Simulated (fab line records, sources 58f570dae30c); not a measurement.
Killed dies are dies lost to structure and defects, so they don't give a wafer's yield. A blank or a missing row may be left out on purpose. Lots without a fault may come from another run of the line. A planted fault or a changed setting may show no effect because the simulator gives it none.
One fault seen from 2 desks | flow berkeley_cmos170 | each desk has only its own numbers; what lay behind them comes last

THE TOOL OWNER'S DESK: rie_si-01
The tool's own readings at UCB170_GATE_ETCH_15 (etches poly-Si in HBr/Cl2, stops on SiO2, time 56.3 s, target depth 278.2 nm): means of the sampled wafers that have a number, for each lot that ran on this tool. A lot is out of limits, marked OUT, if its mean lies more than 4 standard deviations from the usual mean; the brackets give that distance.
Columns: A = bias_w at UCB170_GATE_ETCH_15, usual 150.0 W; B = drypump_motor_current_A at UCB170_GATE_ETCH_15, usual 5.8 A; C = oes_product_au at UCB170_GATE_ETCH_15, usual 0.828 a.u.; D = rf_fwd_power_W at UCB170_GATE_ETCH_15, usual 297.1 W; E = throttle_valve_pct at UCB170_GATE_ETCH_15, usual 26.57 %
lot  | first seen here | A                       | B   | C     | D     | E
L517 | day 7 11:28     | 150.4                   | 5.9 | 0.827 | 297.1 | 26.68
L521 | day 8 21:55     | 150.4                   | 5.8 | 0.821 | 297.9 | 26.38
L519 | day 8 22:10     | 150.1                   | 5.7 | 0.830 | 297.7 | 26.37
L525 | day 10 11:26    | 232.7 (+99 or more) OUT | 5.8 | 0.832 | 297.0 | 26.56
L528 | day 11 06:57    | 232.7 (+99 or more) OUT | 5.9 | 0.831 | 297.4 | 26.92
L537 | day 13 10:31    | 150.0                   | 6.0 | 0.824 | 297.5 | 26.52
L540 | day 13 16:14    | 149.8                   | 6.0 | 0.831 | 296.4 | 26.68
This desk's finding: out of limits on L525, L528; first on L525, day 10 11:26 (bias_w at UCB170_GATE_ETCH_15). In limits: L517, L521, L519, L537, L540.

THE METROLOGY DESK
What the gauges read, lot by lot, whatever tool the lot ran on: means of the sampled wafers that have a number. A lot is out of limits, marked OUT, if its mean lies more than 4 standard deviations from the usual mean; the brackets give that distance.
Columns: A = START_OXIDE_THK at UCB170_START_THK_MEAS_03, usual 20.1 nm
lot  | first seen here | A
L517 | day 1 15:05     | 20.1
L519 | day 2 02:03     | 19.8
L521 | day 2 09:47     | 19.8
L522 | day 2 16:23     | 20.7
L525 | day 3 08:37     | 20.5
L526 | day 3 15:11     | 20.6
L528 | day 3 23:37     | 20.1
L533 | day 4 19:50     | 19.9
L534 | day 5 03:49     | 19.4
L536 | day 5 14:17     | 18.9
L537 | day 5 21:34     | 19.9
L538 | day 5 21:35     | 20.0
L540 | day 6 09:25     | 19.7
L539 | day 6 09:26     | 19.8
This desk's finding: nothing out of limits on any of the 14 lots.

PUT TOGETHER
The tool owner's desk could have raised an alarm at day 10 11:26, on L525, L528.
The metrology desk saw nothing out of limits.
The metrology desk has L525, L528 on record, within its limits.
Of the lots named, all ran UCB170_GATE_ETCH_15 on rie_si-01.

WHAT THE SIMULATOR HAD PUT IN
Process parameter drift: rie_si-01, from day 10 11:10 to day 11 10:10, at UCB170_GATE_ETCH_15. Setting bias_w, moved by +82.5, from 150.
Lots struck among those shown: L525, L528.
Hours from the fault's start to each desk's first reading out of limits: the tool owner's desk, 0.
